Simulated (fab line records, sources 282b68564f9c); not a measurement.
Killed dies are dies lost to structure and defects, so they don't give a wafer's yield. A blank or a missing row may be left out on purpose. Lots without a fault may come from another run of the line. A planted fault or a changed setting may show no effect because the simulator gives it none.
Problem report in the 8D (eight disciplines) form, filled by code | flow rit_cmos | the parts of the form that need people (team, actions taken, sign-off) are left out

1. THE PROBLEM
FOX1_OXIDE_THK at RIT_FOX1_THK_MEAS_01 reads a mean of 297 nm on 6 wafers of 2 lots; wafers without a fault read 353 nm with a standard deviation of 8.4. That is -6.6 standard deviations from the usual mean.
First seen on wafer L103.1, day 5 17:22, on film_metro-02. The record holds 42 wafers of 14 lots with a number at this step. Rule for "out", or "out of limits": more than 4 standard deviations from the usual mean. The other wafers with a number count as sound.

2. WHAT IT IS AND WHAT IT IS NOT
question                    | is                     | is not
which readings at this step | FOX1_OXIDE_THK         | -
which lots                  | L103, L106             | L104, L986, L987, L988, L990, L991, L992, L993, L994, L995, L996, L999
which wafers of those lots  | all that have a number | -
read on which gauges        | film_metro-02          | film_metro-01, film_metro-03
when                        | from day 5 17:22       | up to then (33 sound wafers); but 3 sound wafers of L104 came after

3. SUSPECTS, AND WHAT RULES EACH OUT
Counting: a tool at a process step up to the reading stays a suspect if it ran every lot that is out and no sound lot after the first of them.
- the gauge at RIT_FOX1_THK_MEAS_01: kept. All the wafers that are out were read on film_metro-02, and no step on other tools shows them out.
- furnace-03 at RIT_FOX1_OXIDATION_00 (target thk 350.7 nm, ox time 1130 s): kept. It ran every lot that is out, first L103 (day 5 16:03), and no sound lot after that; its last sound lot up to then is L992 (day 3 07:51).
Left after counting: furnace-03 at RIT_FOX1_OXIDATION_00, film_metro-02 at RIT_FOX1_THK_MEAS_01.

4. THE CAUSE (what the simulator had put in)
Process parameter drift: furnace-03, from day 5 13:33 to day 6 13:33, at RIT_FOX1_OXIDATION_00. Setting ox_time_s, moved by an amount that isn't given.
Counting left 2 suspects, and this tool is among them.

5. THE CHAIN OF EFFECTS, in route order
Each row: a reading whose mean over the struck wafers that have a number lies more than 3 standard deviations from the usual. Only readings for which the record gives a usual standard deviation are gone through. hours: the time from each lot's start at the first step in this table that gives one to its start at this step, as a median over the lots. sigmas: the change in usual standard deviations.
hours | step                 | reading        | usual  | on struck wafers | change | sigmas
0     | RIT_FOX1_THK_MEAS_01 | FOX1_OXIDE_THK | 353 nm | 297              | -56    | -6.6
Later measuring or inspecting steps at which every struck wafer that the step has a row for has a number for every such reading, and none has moved that far: RIT_NLDD_OVL_MEAS_06, RIT_M1_BOW_MEAS_16.

6. WHAT WOULD HAVE CAUGHT IT SOONER
In this record the first reading out of limits at a measuring or inspecting step was taken at day 5 17:22, 4 hours after the fault began at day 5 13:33.
Of the tool readings at RIT_FOX1_OXIDATION_00 for which the record gives a usual standard deviation, none was out on any struck wafer, so an alarm limit of 4 standard deviations on them would not have fired.
Of the lots that are out (2), L106 began RIT_FOX1_OXIDATION_00 on furnace-03 after day 5 17:22. A hold on the tool at that time would have spared it.
